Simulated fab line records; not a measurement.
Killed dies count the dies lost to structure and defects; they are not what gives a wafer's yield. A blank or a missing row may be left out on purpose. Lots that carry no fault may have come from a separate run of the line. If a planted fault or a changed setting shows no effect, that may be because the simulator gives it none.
Code-filled problem report in 8D (eight disciplines) form ; flow berkeleyCmos170 ; the parts of the form that need people (team, actions taken, sign-off) are left out

== 1. WHAT WENT WRONG ==
At UCB170_M2_COAT_10, spinSpeedRpm averages 1540.5 rpm over 6 wafers from 2 lots, while fault-free wafers read 1499.9 rpm, standard deviation 0.97. Relative to the usual mean, that is a shift of +42 standard deviations.
The step: resist thk 900 nm.
First observed at day 11 11:00: wafer L347.2, on lithoTrack-01. Wafers with a number at this step in the record: 18, from 6 lots. Rule for "out", or "out of limits": more than 4 standard deviations from the usual mean. Any other wafer with a number is counted as sound.

== 2. WHAT IT IS, AND WHAT IT ISN'T ==
question;is;is not
which readings at this step;spinSpeedRpm;dispensePressureKPa
which lots;L346, L347;L336, L339, L351, L352
which wafers of those lots;all that have a number;-
read on which tools;lithoTrack-01;lithoTrack-02, lithoTrack-04
when;from day 11 11:00;"up to then (6 sound wafers); but 6 sound wafers of L351, L352 came after"

== 3. SUSPECTS, AND WHAT RULES EACH OUT ==
Counting: a tool stays on the suspect list if, at a process step up to the reading, it processed all lots that are out and no sound lot following the first of them.
- plasmaAsher-03 at UCB170_M2_STRIP_07 (strips in O2): kept. Every lot that is out went through it, starting with L347 (day 11 11:02), and after that it ran no sound lot; the last sound lot it ran before then is L339 (day 9 12:32).
- lithoTrack-01 at UCB170_M2_COAT_10 (resist thk 900 nm): kept. Every lot that is out went through it, starting with L347 (day 11 11:00), and after that it ran no sound lot; the last sound lot it ran before then is L339 (day 9 13:00). On those wafers its own readings are out: spinSpeedRpm.
After counting, plasmaAsher-03 at UCB170_M2_STRIP_07 and lithoTrack-01 at UCB170_M2_COAT_10 remain.

== 4. THE CAUSE (what the simulator had put in) ==
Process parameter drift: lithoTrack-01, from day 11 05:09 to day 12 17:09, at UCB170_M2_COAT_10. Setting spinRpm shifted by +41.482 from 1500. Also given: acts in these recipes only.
This tool is one of the 2 suspects left after counting.

== 5. THE CHAIN OF EFFECTS, in route order ==
Rows list readings where the struck wafers' mean (over those with a number) sits beyond 3 standard deviations from the usual. Only readings whose record carries a usual standard deviation are examined. hours: median over the lots of the time between each lot's start at the first step of this table that gives one and its start at this step. sigmas: the change, counted in usual standard deviations.
hours;step;reading;usual;on struck wafers;change;sigmas
0;UCB170_M2_COAT_10;spinSpeedRpm;1499.9 rpm;1540.5;+40.5;+42
Process steps it contains:
- UCB170_M2_COAT_10: resist thk 900 nm.
At these later measuring or inspecting steps, every struck wafer for which the step has a row has a number for every such reading, and none has moved that far: UCB170_M2_CD_MEAS_15.

== 6. HOW IT WOULD HAVE BEEN CAUGHT EARLIER ==
6 hours passed between the start of the fault at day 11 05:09 and the first reading out of limits in this record, taken at day 11 11:00.
